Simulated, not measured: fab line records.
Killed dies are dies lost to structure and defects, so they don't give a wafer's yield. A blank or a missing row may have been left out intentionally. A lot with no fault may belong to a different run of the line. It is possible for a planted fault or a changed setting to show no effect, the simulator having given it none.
One fault through the eyes of 2 desks | flow berkeley-cmos170 | numbers are kept per desk, each desk with only its own; the story behind them comes last

== AT THE METROLOGY DESK ==
Lot by lot, what the gauges showed, no matter which tool ran the lot: averages of those sampled wafers that carry a number. If a lot's mean is further than 4 standard deviations from the usual mean, the lot is out of limits and carries the mark OUT (the distance appears in the brackets).
Columns: A = PLDD_TW at UCB170_PLDD_TW_MEAS_11, usual 1012; B = PLDD_RS at UCB170_SDANNEAL_RS_MEAS_04, usual 1031.3 ohm/sq
lot  | first seen here | A               | B
L345 | day 7 19:01     | 1011            | 1029.5
L350 | day 8 04:22     | 1017            | 1031.0
L347 | day 8 04:40     | 1014            | 1022.6
L346 | day 8 05:07     | 1018            | 1032.0
L349 | day 8 05:36     | 1013            | 1032.5
L353 | day 8 15:49     | 1013            | 1032.7
L351 | day 8 17:07     | 1015            | 1030.1
L355 | day 9 12:16     | 1006            | 1030.2
L359 | day 10 02:16    | 1015            | 1034.8
L358 | day 10 02:58    | 1008            | 1032.8
L362 | day 11 05:25    | 1035 (+5.5) OUT | 968.4 (-22) OUT
L364 | day 11 09:07    | 1040 (+6.7) OUT | 970.0 (-21) OUT
L367 | day 12 01:40    | 1007            | 1030.1
L368 | day 12 04:55    | 1017            | 1030.1
This desk's finding: out of limits on L362, L364; first on L362, day 11 05:25 (PLDD_TW at UCB170_PLDD_TW_MEAS_11). L345, L350, L347, L346, L349, L353, L351, L355, L359, L358, L367, L368: within limits.

== THE TOOL OWNER'S DESK: implanter-02 ==
The tool's own readings at UCB170_PLDD_IMPLANT_08: means of the sampled wafers that have a number, for each lot that ran on this tool. If a lot's mean is further than 4 standard deviations from the usual mean, the lot is out of limits and carries the mark OUT (the distance appears in the brackets).
Columns: A = dose-ions-cm2 at UCB170_PLDD_IMPLANT_08, usual 4.999e+13; B = faraday-current-uA at UCB170_PLDD_IMPLANT_08, usual 158.2
lot  | first seen here | A                           | B
L350 | day 8 03:58     | 4.994e+13                   | 157.1
L351 | day 8 16:44     | 4.995e+13                   | 157.5
L355 | day 9 11:52     | 4.998e+13                   | 162.0
L359 | day 10 01:52    | 4.999e+13                   | 158.2
L362 | day 11 05:01    | 5.798e+13 (+99 or more) OUT | 184.4 (+9.0) OUT
L364 | day 11 08:44    | 5.804e+13 (+99 or more) OUT | 181.5 (+8.0) OUT
Finding of this desk: L362, L364 out of limits; the first was L362 at day 11 05:01, on dose-ions-cm2 at UCB170_PLDD_IMPLANT_08. L350, L351, L355, L359: within limits.

== BROUGHT TOGETHER ==
On L362, L364, at day 11 05:01, an alarm was possible from the tool owner's desk.
On L362, L364, the metrology desk was in a position to raise an alarm at day 11 05:25.
Every lot named ran UCB170_PLDD_IMPLANT_08 on implanter-02.

== WHAT THE SIMULATOR PUT IN ==
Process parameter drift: implanter-02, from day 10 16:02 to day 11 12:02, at UCB170_PLDD_IMPLANT_08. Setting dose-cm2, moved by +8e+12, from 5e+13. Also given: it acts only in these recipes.
Shown lots that were struck: L362, L364.
Hours from the fault's start to each desk's first reading out of limits: the tool owner's desk, 13; the metrology desk, 13.
